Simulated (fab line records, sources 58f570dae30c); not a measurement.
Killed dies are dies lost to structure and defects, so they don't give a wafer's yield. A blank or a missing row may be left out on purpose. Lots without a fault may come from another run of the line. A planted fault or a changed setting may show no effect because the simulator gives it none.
Chamber matching | flow berkeley_cmos170 | UCB170_NSD_CLEAN_11 on wet_bench-02: 3 sister chambers
The step cleans in SPM, time 600 s. 6 wafers are shown with their chamber, then 7 later ones without.

WAFERS WITH THEIR CHAMBER
wafer  | chamber | bath_guard_temp_C (C) | bath_heat_duty_pct (%)
L809.4 | 1       | 119.5                 | 14.5
L809.6 | 1       | 119.8                 | 12.3
L811.4 | 2       | 118.8                 | 11.7
L811.6 | 2       | 118.8                 | 11.7
L814.1 | 0       | 119.7                 | 15.3
L814.2 | 0       | 119.9                 | 15.1

WAFERS WITHOUT THEIR CHAMBER
wafer  | bath_guard_temp_C (C) | bath_heat_duty_pct (%)
L814.3 | 119.7                 | 15.7
L818.3 | 119.7                 | 16.8
L818.4 | 119.6                 | 16.9
L818.6 | 119.8                 | 15.9
L820.1 | 118.8                 | 11.3
L820.4 | 118.5                 | 11.9
L820.5 | 118.7                 | 11.1

WHICH CHAMBER EACH WENT THROUGH
wafer  | from the rows above     | in truth
L814.3 | can't be placed: 0 or 1 | 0
L818.3 | can't be placed: 0 or 1 | 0
L818.4 | can't be placed: 0 or 1 | 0
L818.6 | 0                       | 0
L820.1 | 2                       | 2
L820.4 | 2                       | 2
L820.5 | 2                       | 2
Placed correctly: 4 of 7. Can't be placed from these rows: 3 (the true chamber is among the candidates in 3). Placed wrongly: 0.
How it was worked out, from the rows above alone: a wafer's distance from a chamber is the root of the sum, over the readings, of the square of ((its reading less the chamber's mean) divided by the reading's scatter). The wafer belongs to the nearest chamber; if the next one is less than 2 further off, it can't be placed. A chamber's mean is the mean of its shown wafers. The scatter: the root of (the sum of the squares of (reading less its chamber's mean) over the shown wafers, divided by (wafers less chambers)).
